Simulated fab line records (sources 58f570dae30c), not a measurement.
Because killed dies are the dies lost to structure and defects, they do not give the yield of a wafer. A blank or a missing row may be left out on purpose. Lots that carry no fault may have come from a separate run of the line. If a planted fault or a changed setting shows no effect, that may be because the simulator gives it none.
8D (eight disciplines) problem report, filled in by code / flow berkeley_cmos170 / the parts of the form that need people (team, actions taken, sign-off) are left out

1. THE ISSUE
Mean of chamber_pressure_mTorr at UCB170_M1_ETCH_11: 45.002 mTorr across 9 wafers in 3 lots; on wafers with no fault it is 29.998 mTorr (standard deviation 0.027). So: +99 or more standard deviations from the usual mean.
The step: etches BARC in N2/H2.
Earliest sighting: wafer L695.1 on rie_diel-04 at day 10 15:26. At this step, 45 wafers from 15 lots have a number in the record. Rule for "out" (also "out of limits"): further than 4 standard deviations from the usual mean. Any other wafer with a number is counted as sound.

2. WHAT IT IS AND WHAT IT IS NOT
question=which readings at this step | is=chamber_pressure_mTorr | is not=drypump_motor_current_A, h2_flow_sccm, throttle_valve_pct
question=which lots | is=L694, L695, L698 | is not=L678, L679, L680, L682, L684, L685, L687, L688, L690, L693, L700, L701
question=which wafers of those lots | is=all that have a number | is not=-
question=read on which tools | is=rie_diel-04 | is not=rie_diel-01, rie_diel-03
question=when | is=from day 10 15:26 | is not=up to then (30 sound wafers); but 6 sound wafers of L700, L701 came after

3. THE SUSPECTS, EACH WITH WHAT RULES IT OUT
Counting: a tool at a process step up to the reading stays a suspect if it ran every lot that is out and no sound lot after the first of them.
- rie_diel-04 at UCB170_M1_ETCH_11 (etches BARC in N2/H2): kept. All lots that are out passed through it, beginning with L695 at day 10 15:26, and no sound lot followed; its final sound lot before that point was L693 at day 10 11:28. Out on those wafers are its own readings of chamber_pressure_mTorr.
The count leaves rie_diel-04 at UCB170_M1_ETCH_11.

4. THE CAUSE (what the simulator had put in)
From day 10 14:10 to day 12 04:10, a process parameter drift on rie_diel-04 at UCB170_M1_ETCH_11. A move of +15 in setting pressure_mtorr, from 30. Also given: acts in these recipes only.
Only this tool survived the counting.

5. THE EFFECT CHAIN, in route order
Each row: a reading where the mean over the struck wafers with a number is more than 3 standard deviations away from the usual. Scope: only readings with a usual standard deviation given in the record; hours: median across lots of the time from each lot's start at the first step in this table that gives one to its start at this step; sigmas: change in usual standard deviations.
hours=0; step=UCB170_M1_ETCH_11; reading=chamber_pressure_mTorr; usual=29.998 mTorr; on struck wafers=45.002; change=+15.004; sigmas=+99 or more
Here are the process steps it includes:
- UCB170_M1_ETCH_11: etches BARC in N2/H2.
Later measuring or inspecting steps at which every struck wafer that the step has a row for has a number for every such reading, and none has moved that far: UCB170_M2_CD_MEAS_15.

6. WHAT WOULD HAVE CAUGHT IT SOONER
In this record the first reading out of limits was taken at day 10 15:26, 1 hour after the fault began at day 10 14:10.
